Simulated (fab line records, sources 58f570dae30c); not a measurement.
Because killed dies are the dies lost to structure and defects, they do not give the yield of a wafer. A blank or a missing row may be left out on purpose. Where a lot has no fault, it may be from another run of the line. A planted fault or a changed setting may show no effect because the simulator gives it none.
Shared-tool check	flow berkeley cmos170	14 lots and 42 wafers in the sample

== WHAT PROMPTED THE OPENING ==
At UCB170_M2_RS_MEAS_02 the reading M2_AL_RS is flagged on 2 of 14 lots. No-fault wafers: 0.0322 ohm/sq, standard deviation 0.00045.
Rule: a lot is flagged in two cases, either no wafer of it has a number, or all its wafers with numbers fall more than 4 standard deviations from that mean. All remaining lots are regarded as sound.

lot	measured	on	M2_AL_RS (ohm/sq), wafer by wafer	flag
L970	day 8 10:55	film metro-03	0.0333 0.0321 0.0322	
L972	day 8 18:27	film metro-04	0.0323 0.0323 0.0324	
L973	day 9 07:49	film metro-04	0.0322 0.0334 0.0320	
L974	day 9 09:44	film metro-01	0.0323 0.0330 0.0327	
L975	day 9 10:37	film metro-03	0.0319 0.0319 0.0316	
L976	day 9 22:53	film metro-01	0.0318 0.0319 0.0318	
L978	day 10 09:52	film metro-03	0.0319 0.0323 0.0325	
L981	day 11 01:25	film metro-03	0.0320 0.0318 0.0325	
L982	day 11 02:59	film metro-01	0.0261 0.0260 0.0260	FLAGGED
L986	day 11 20:05	film metro-04	0.0259 0.0260 0.0260	FLAGGED
L987	day 12 05:22	film metro-03	0.0316 0.0316 0.0317	
L990	day 12 05:25	film metro-01	0.0323 0.0337 0.0326	
L992	day 12 21:12	film metro-04	0.0320 0.0319 0.0319	
L993	day 12 23:49	film metro-03	0.0315 0.0323 0.0318	
On average the flagged lots' numbers are 0.0260 ohm/sq, which is -0.0062 ohm/sq against the usual, or -14 standard deviations.

== EACH LOT AND THE TOOL IT RAN ON ==
2 process steps preceding the reading are held in the record, out of 331 steps in the route. Read each cell as the tool, then ch plus the chambers that the sampled wafers visited, then the start.
lot	flag	UCB170_NLDD_STRIP_10	UCB170_M2_SPUTTER_01
L970		plasma asher-02 ch 1, day 7 08:28	pvd sputter-03, day 8 10:49
L972		plasma asher-02 ch 0,1, day 7 18:33	pvd sputter-04, day 8 18:22
L973		plasma asher-04 ch 0,1, day 8 06:49	pvd sputter-03, day 9 07:43
L974		plasma asher-04 ch 0,1, day 8 07:40	pvd sputter-01, day 9 09:39
L975		plasma asher-01 ch 0,1, day 8 07:27	pvd sputter-03, day 9 10:29
L976		plasma asher-02 ch 0,1, day 8 22:44	pvd sputter-03, day 9 22:48
L978		plasma asher-04 ch 0,1, day 9 08:38	pvd sputter-01, day 10 09:47
L981		plasma asher-01 ch 0,1, day 10 01:46	pvd sputter-01, day 11 01:20
L982	FLAGGED	plasma asher-04 ch 0,1, day 10 01:34	pvd sputter-04, day 11 02:52
L986	FLAGGED	plasma asher-02 ch 0,1, day 10 16:04	pvd sputter-04, day 11 20:01
L987		plasma asher-04 ch 0,1, day 11 05:11	pvd sputter-01, day 12 05:14
L990		plasma asher-01 ch 0,1, day 11 05:42	pvd sputter-03, day 12 05:20
L992		plasma asher-02 ch 0,1, day 11 20:41	pvd sputter-01, day 12 21:07
L993		plasma asher-04 ch 0,1, day 11 20:48	pvd sputter-01, day 12 23:43
These steps, and what they do:
- UCB170_NLDD_STRIP_10: strips in O2.
- UCB170_M2_SPUTTER_01: material Al, target thk 900 nm, time 120 s.
- UCB170_M2_RS_MEAS_02: measures by four-point-probe.

== FLAGGED AGAINST TOTAL, ONE TOOL AT A TIME (gauges that did the reading follow at the end) ==
step	tool	lots run	flagged	share of the flagged lots	sound lots run after its first flagged lot
UCB170_NLDD_STRIP_10	plasma asher-01	3	0	none	-
UCB170_NLDD_STRIP_10	plasma asher-02	5	1	some	1 (L992)
UCB170_NLDD_STRIP_10	plasma asher-04	6	1	some	2 (L987,L993)
UCB170_M2_SPUTTER_01	pvd sputter-01	6	0	none	-
UCB170_M2_SPUTTER_01	pvd sputter-03	5	0	none	-
UCB170_M2_SPUTTER_01	pvd sputter-04	3	2	all	0
UCB170_M2_RS_MEAS_02	film metro-01	4	1	some	1 (L990)
UCB170_M2_RS_MEAS_02	film metro-03	6	0	none	-
UCB170_M2_RS_MEAS_02	film metro-04	4	1	some	1 (L992)

== WHAT IS ALLOWED BY THE TABLE ==
In the table, 1 row covers all flagged lots: pvd sputter-04 at UCB170_M2_SPUTTER_01.
- pvd sputter-04 at UCB170_M2_SPUTTER_01 ran 3 lots, 2 of them flagged. It ran its last sound lot, L972, at day 8 18:22 and its first flagged lot, L982, at day 11 02:52: a fault with its onset between the two fits. Its own readings lie more than 4 standard deviations out on every wafer of the flagged lots: cathode dc power W.
One tool is left: pvd sputter-04 at UCB170_M2_SPUTTER_01.

== WHAT THE SIMULATOR HAD INSERTED ==
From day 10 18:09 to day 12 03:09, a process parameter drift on pvd sputter-04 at UCB170_M2_SPUTTER_01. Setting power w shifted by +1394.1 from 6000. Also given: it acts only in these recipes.
Shown lots that were struck: L982, L986. The rule above found the same.
